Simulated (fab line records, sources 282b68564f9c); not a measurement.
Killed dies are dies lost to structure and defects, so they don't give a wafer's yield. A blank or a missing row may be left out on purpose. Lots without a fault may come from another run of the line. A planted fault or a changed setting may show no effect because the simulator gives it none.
One fault seen from 2 desks | flow rit_cmos | each desk has only its own numbers; what lay behind them comes last

THE TOOL OWNER'S DESK: lpcvd-01
The tool's own readings at RIT_SPACER_CVD_03 (deposits Si3N4 from SiH2Cl2/NH3, target thk 250 nm, time 3226 s): means of the sampled wafers that have a number, for each lot that ran on this tool. A lot is out of limits, marked OUT, if its mean lies more than 4 standard deviations from the usual mean; the brackets give that distance.
Columns: A = sih2cl2_flow_sccm at RIT_SPACER_CVD_03, usual 60.01 sccm
lot  | first seen here | A
L835 | day 3 10:32     | 60.06
L836 | day 3 14:00     | 60.07
L840 | day 4 08:38     | 60.11
L842 | day 4 18:14     | 60.17
L844 | day 5 03:41     | 59.80
L846 | day 5 13:17     | 60.08
L849 | day 6 05:32     | 72.32 (+72) OUT
L850 | day 6 08:55     | 72.00 (+71) OUT
This desk's finding: out of limits on L849, L850; first on L849, day 6 05:32 (sih2cl2_flow_sccm at RIT_SPACER_CVD_03). In limits: L835, L836, L840, L842, L844, L846.

THE METROLOGY DESK
What the gauges read, lot by lot, whatever tool the lot ran on: means of the sampled wafers that have a number. A lot is out of limits, marked OUT, if its mean lies more than 4 standard deviations from the usual mean; the brackets give that distance.
Columns: A = PLDD_OVL at RIT_PLDD_OVL_MEAS_06, usual -0.1 nm; B = SPACER_NITRIDE_THK at RIT_SPACER_THK_MEAS_04, usual 245.2 nm
lot  | first seen here | A    | B
L833 | day 2 19:57     | -2.4 | 244.0
L835 | day 3 09:17     | -1.2 | 246.1
L836 | day 3 13:04     | 0.1  | 243.8
L838 | day 3 23:53     | -1.4 | 244.4
L840 | day 4 07:41     | -0.6 | 246.0
L842 | day 4 17:10     | -0.7 | 245.0
L843 | day 4 22:08     | 0.6  | 243.4
L844 | day 5 02:41     | 1.0  | 245.7
L845 | day 5 07:35     | -1.2 | 248.4
L846 | day 5 12:17     | 1.7  | 241.6
L848 | day 5 21:50     | -0.1 | 243.3
L849 | day 6 04:05     | -0.5 | 260.4 (+8.4) OUT
L850 | day 6 07:57     | -1.3 | 257.3 (+6.7) OUT
L855 | day 7 09:22     | -0.1 | 244.9
This desk's finding: out of limits on L849, L850; first on L849, day 6 07:26 (SPACER_NITRIDE_THK at RIT_SPACER_THK_MEAS_04). In limits: L833, L835, L836, L838, L840, L842, L843, L844, L845, L846, L848, L855.

PUT TOGETHER
The tool owner's desk could have raised an alarm at day 6 05:32, on L849, L850.
The metrology desk could have raised an alarm at day 6 07:26, on L849, L850.
Of the lots named, all ran RIT_SPACER_CVD_03 on lpcvd-01.

WHAT THE SIMULATOR HAD PUT IN
Process parameter drift: lpcvd-01, from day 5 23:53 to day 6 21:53, at RIT_SPACER_CVD_03. Setting sih2cl2_flow_sccm, moved by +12, from 60. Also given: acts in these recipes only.
Lots struck among those shown: L849, L850.
Hours from the fault's start to each desk's first reading out of limits: the tool owner's desk, 6; the metrology desk, 8.
